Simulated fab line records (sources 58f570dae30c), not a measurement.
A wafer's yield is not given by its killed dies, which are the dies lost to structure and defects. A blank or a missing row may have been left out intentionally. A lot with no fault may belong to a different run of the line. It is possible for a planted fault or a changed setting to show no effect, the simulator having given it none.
Which tool did it? | flow berkeleyCmos170 | 7 lots, 21 wafers sampled, at 2 steps of a route of 331

WHAT EACH GAUGE READ, for each wafer
UCB170_SDANNEAL_RS_MEAS_04: uses a four-point probe to measure.
lot  | measured     | on           | PLDD_RS (ohm/sq)
L440 | day 8 08:16  | filmMetro-04 | 1030.9 1026.2 1028.7
L442 | day 8 08:51  | filmMetro-01 | 1031.9 1033.4 1030.5
L444 | day 9 08:59  | filmMetro-01 | 1027.2 1023.0 1026.2
L450 | day 10 00:03 | filmMetro-03 | 1028.6 1029.9 1029.1
L457 | day 12 00:47 | filmMetro-04 | 1029.7 1029.0 1027.3
L461 | day 12 01:43 | filmMetro-04 | 1029.5 1029.4 1032.5
L458 | day 12 08:34 | filmMetro-01 | 1031.0 1026.9 1027.2

EACH LOT AND THE TOOL THAT RAN IT (in order: tool; ch and the chambers of the sampled wafers; start)
lot  | UCB170_PLDD_IMPLANT_09
L440 | implanter-04 ch 0, day 7 18:52
L442 | implanter-02 ch 0, day 7 19:45
L444 | implanter-02 ch 0, day 8 19:53
L450 | implanter-04 ch 0, day 9 09:32
L457 | implanter-03 ch 0, day 11 11:22
L461 | implanter-04 ch 0, day 11 12:14
L458 | implanter-04 ch 0, day 11 15:28
- UCB170_PLDD_IMPLANT_09

THE ANSWER, worked out from the rows above alone
Rule: the lots themselves supply what counts as usual. The widest of any qualifying gaps counts: lots, ordered by their means at a reading, are off when they make up no more than a third of the lots, leave a main group of 4 or more, and stand apart from it by 3 or more times the standard deviation of that group's means. A main group whose means are all the same, to the digits that the tables above print for the reading, isn't used. A lot without any number at a reading at which 4 lots or more have one is off too. Any other lot the step has rows for is counted as sound.
Nothing can be told from this: no lot is off at any reading shown.

WHAT HAD BEEN PUT IN BY THE SIMULATOR
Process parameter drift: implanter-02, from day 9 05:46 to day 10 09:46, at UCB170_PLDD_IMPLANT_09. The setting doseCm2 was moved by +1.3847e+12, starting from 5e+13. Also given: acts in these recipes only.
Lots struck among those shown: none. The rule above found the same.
